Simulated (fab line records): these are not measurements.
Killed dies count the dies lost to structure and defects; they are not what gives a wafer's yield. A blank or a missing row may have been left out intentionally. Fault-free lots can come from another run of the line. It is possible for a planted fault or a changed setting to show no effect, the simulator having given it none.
8D (eight disciplines) problem report, filled in by code + flow ritCmos + the parts of the form that need people (team, actions taken, sign-off) are left out

1. WHAT IS WRONG
Mean NWELL_RS at RIT_WELLDRIVE_RS_MEAS_01: 282.1 ohm/sq over 6 wafers in 2 lots; fault-free wafers: 275.3 ohm/sq, standard deviation 0.82. Measured from the usual mean, that is +8.2 standard deviations.
The step: measures by four-point-probe.
The first sign was on wafer L773.2 at day 5 12:34, on filmMetro-02. The record has a number at this step for 42 wafers belonging to 14 lots. Rule for "out" (also "out of limits"): further than 4 standard deviations from the usual mean. Any other wafer with a number is counted as sound.

2. WHAT IT IS, WHAT IT ISN'T
| question                    | is                         | is not                                                                    |
|-----------------------------|----------------------------|---------------------------------------------------------------------------|
| which readings at this step | NWELL_RS                   | -                                                                         |
| which lots                  | L773, L774                 | L757, L759, L760, L761, L762, L763, L764, L766, L769, L772, L775, L779    |
| which wafers of those lots  | all that have a number     | -                                                                         |
| read on which gauges        | filmMetro-02, filmMetro-03 | filmMetro-04                                                              |
| when                        | from day 5 12:34           | up to then (30 sound wafers); but 6 sound wafers of L775, L779 came after |

3. THE SUSPECTS, EACH WITH WHAT RULES IT OUT
Counting: a tool stays on the suspect list if, at a process step up to the reading, it processed all lots that are out and no sound lot following the first of them.
- the gauge at RIT_WELLDRIVE_RS_MEAS_01: ruled out. The wafers that are out were read on 2 gauges (filmMetro-02, filmMetro-03).
- implanter-02 at RIT_NWELL_IMPLANT_08: kept. It ran every lot that is out, first L773 (day 5 05:33), and no sound lot after that; its last sound lot up to then is L772 (day 5 00:34). Its own doseIonsCm2 readings are out on those wafers.
Remaining after the count: implanter-02 at RIT_NWELL_IMPLANT_08.

4. THE CAUSE (what the simulator had put in)
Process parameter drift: implanter-02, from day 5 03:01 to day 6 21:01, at RIT_NWELL_IMPLANT_08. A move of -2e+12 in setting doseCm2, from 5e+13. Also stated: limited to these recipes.
After counting, this tool was the only one left.

5. THE CHAIN OF EFFECTS, in route order
Each row: a reading where the mean over the struck wafers with a number is more than 3 standard deviations away from the usual. Scope: only readings with a usual standard deviation given in the record; hours: median across lots of the time from each lot's start at the first step in this table that gives one to its start at this step; sigmas: change in usual standard deviations.
| hours | step                     | reading     | usual        | on struck wafers | change | sigmas |
|-------|--------------------------|-------------|--------------|------------------|--------|--------|
| 0     | RIT_NWELL_IMPLANT_08     | doseIonsCm2 | 5e+13        | 5e+13            | -2e+12 | -40    |
| 7     | RIT_WELLDRIVE_RS_MEAS_01 | NWELL_RS    | 275.3 ohm/sq | 282.1            | +6.8   | +8.2   |
Here are the process steps it includes:
- RIT_NWELL_IMPLANT_08
Later steps that measure or inspect, where all struck wafers having a row at the step show a number for every such reading and not one has moved that far: RIT_SDANNEAL_RS_MEAS_06.

6. WHAT WOULD HAVE CAUGHT IT SOONER
10 hours passed between the start of the fault at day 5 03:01 and the first reading out of limits at a measuring or inspecting step in this record, taken at day 5 12:34.
Tool's own readings at RIT_NWELL_IMPLANT_08, doseIonsCm2: out on all struck wafers the step has rows for; an alarm limit on them would have tripped on the first.
By day 5 12:34 the whole set of lots that are out, 2 in number, had already begun RIT_NWELL_IMPLANT_08 on implanter-02. Had the tool been put on hold then, not one of them would have been saved.
